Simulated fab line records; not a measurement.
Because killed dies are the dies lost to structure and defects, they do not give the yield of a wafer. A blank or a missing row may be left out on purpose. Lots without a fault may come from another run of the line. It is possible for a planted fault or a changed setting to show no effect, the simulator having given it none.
A lot that was struck, set against a sound lot    flow rit cmos    14 steps out of a route of 202
Sound: these wafers, L293.1, L293.3, L293.5. Struck: wafers L298.1, L298.5, L298.6. The cause is given at the end.
Per side, at each step with rows, come the tool, then ch with its chambers, and then its first start. Under that, the readings that differ: sound wafers    struck wafers    difference of the means    sigmas: that difference in standard deviations of wafers without a fault.
alike: words and numbers the same on both sides, and readings whose means are apart by under 2 such deviations; not compared: readings that were withheld, readings missing a value for some wafer, numbers with overlapping values and no deviation given by the record, and bounds like >300 which may hide the same value.
Wherever a step has rows on one side only, a row that says differs or no value, or a row with sigmas, the two part there. Non-overlapping numbers with no deviation appear without sigmas and do not part them. A reading missing from all wafers of one side parts the sides only when that side holds two or more wafers.

first, 4 steps without rows for these wafers: RIT_NRETRO_SOFTBAKE_02 (time 60 s); RIT_NRETRO_EXPOSE_03 (exposes mask M4, target cd 43900 nm); RIT_NRETRO_PEB_04; RIT_NRETRO_DEVELOP_05 (develop time 68 s).
RIT_NRETRO_OVL_MEAS_06:
  struck on overlay-02, day 3 15:40; sound on overlay-01, day 2 13:09
  alike: NRETRO_OVL
then, 2 steps without rows for these wafers: RIT_NRETRO_HARDBAKE_07 (time 120 s); RIT_NRETRO_IMPLANT_08.
RIT_NRETRO_STRIP_09: strips in O2, time 180 s.
  sound on plasma asher-01 ch 0, day 2 13:35; struck on plasma asher-04 ch 0,1, day 3 16:06
  alike: drypump motor current A
  not compared: rf hours counter h
RIT_NRETRO_TW_MEAS_10:
  struck on film metro-02, day 3 16:17; sound on film metro-02, day 2 13:46
  alike: NRETRO_TW
then, 3 steps without rows for these wafers: RIT_PRETRO_HMDS_00 (prime time 60 s); RIT_PRETRO_COAT_01 (resist thk 1300 nm); RIT_PRETRO_SOFTBAKE_02 (time 60 s).
RIT_PRETRO_EXPOSE_03: exposes mask M5, target cd 43700 nm.
  struck on iline stepper-02, day 3 16:47; sound on iline stepper-02 ch 0, day 2 14:23
  no value came back on the struck wafers for exposure dose mJ cm2, focus offset nm (nm), stage vel mm s (mm/s); on the sound wafers exposure dose mJ cm2 reads 250.39 250.02 250.07
  alike: mask
following that, these wafers have no rows for 1 step: RIT_PRETRO_PEB_04.

== WHERE THEY PART ==
At RIT_PRETRO_EXPOSE_03 and nowhere else, as far as this record goes.

WHY: what had been put in by the simulator
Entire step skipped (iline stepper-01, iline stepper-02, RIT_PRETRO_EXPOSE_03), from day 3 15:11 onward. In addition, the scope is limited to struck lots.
